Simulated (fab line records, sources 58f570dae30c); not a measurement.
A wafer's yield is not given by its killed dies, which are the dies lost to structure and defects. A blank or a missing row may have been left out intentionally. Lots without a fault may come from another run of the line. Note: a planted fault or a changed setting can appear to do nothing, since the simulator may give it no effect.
Problem report in the 8D (eight disciplines) form, filled by code :: flow berkeleyCmos170 :: the parts of the form that need people (team, actions taken, sign-off) are left out

## 1. WHAT IS WRONG
Wafers free of any fault read 0.0487 ohm/sq (standard deviation 0.00054) for M1_AL_RS at UCB170_M1_RS_MEAS_01, against a mean of 0.0544 ohm/sq on 2 wafers of 2 lots. That puts it +11 standard deviations away from the usual mean.
The step: measures by four-point-probe.
First seen on wafer L498.6, day 8 01:11, on filmMetro-03. Wafers with a number at this step in the record: 42, from 14 lots. Rule for "out" (also "out of limits"): further than 4 standard deviations from the usual mean. The rest of the wafers with a number are treated as sound.

## 2. WHAT IT IS, AND WHAT IT ISN'T
question: which readings at this step
is: M1_AL_RS
is not: -

question: which lots
is: L498, L499
is not: L492, L494, L495, L496, L497, L501, L504, L507, L509, L513, L514, L515

question: which wafers of those lots
is: L498.6, L499.5
is not: L498.1, L498.2, L499.3, L499.4

question: read on which gauges
is: filmMetro-02, filmMetro-03
is not: filmMetro-04

question: when
is: from day 8 01:11
is not: up to then (20 sound wafers); but 20 sound wafers of L499, L504, L507, L509, L513, L514, L515 came after

## 3. WHAT RULES OUT EACH SUSPECT
Counting: if a tool at a process step up to the reading ran every lot that is out, it stays a suspect. Sound lots after the first of them don't rule it out here, since some wafers of a struck lot are sound.
- ruled out: the gauge at UCB170_M1_RS_MEAS_01. The wafers that are out were read on 2 gauges (filmMetro-02, filmMetro-03).
- plasmaAsher-01 at UCB170_CONTACT_STRIP_06 (strips in O2): kept. It processed each lot that is out (first: L498, day 7 22:44); up to then, its last sound lot is L496 (day 7 16:44).
- pvdSputter-03 at UCB170_M1_SPUTTER_00 (material Al, target thk 600 nm, time 80 s): kept. It processed each lot that is out (first: L498, day 8 01:08); up to then, its last sound lot is L494 (day 7 00:55).
Left after counting: plasmaAsher-01 at UCB170_CONTACT_STRIP_06, pvdSputter-03 at UCB170_M1_SPUTTER_00.

## 4. THE CAUSE (what the simulator had put in)
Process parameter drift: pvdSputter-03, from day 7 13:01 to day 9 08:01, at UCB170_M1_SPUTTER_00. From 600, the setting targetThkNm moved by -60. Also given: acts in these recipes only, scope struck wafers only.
2 suspects survive the count, and this tool is in that group.

## 5. THE EFFECT CHAIN, in route order
Each row: a reading whose mean over the struck wafers that have a number lies more than 3 standard deviations from the usual. Only readings for which the record gives a usual standard deviation are gone through. hours: the time from each lot's start at the first step in this table that gives one to its start at this step, as a median over the lots. sigmas: the change in usual standard deviations.
hours: 0
step: UCB170_M1_RS_MEAS_01
reading: M1_AL_RS
usual: 0.0487 ohm/sq
on struck wafers: 0.0544
change: +0.0057
sigmas: +11

hours: 0
step: UCB170_M1_THK_MEAS_02
reading: M1_AL_THK
usual: 598 nm
on struck wafers: 536
change: -62
sigmas: -8.6

## 6. WHAT WOULD HAVE CAUGHT IT SOONER
Counted from the fault's start at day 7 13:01, it took 12 hours until the first out-of-limits reading at a measuring or inspecting step in this record, taken at day 8 01:11.
Tool readings at UCB170_M1_SPUTTER_00 with a usual standard deviation given in the record: none out on any struck wafer, hence no alarm at a limit of 4 standard deviations on them.
Lots out: 2; of these, L499 started UCB170_M1_SPUTTER_00 on pvdSputter-03 after day 8 01:11. A tool hold placed at that time would have kept it from harm.
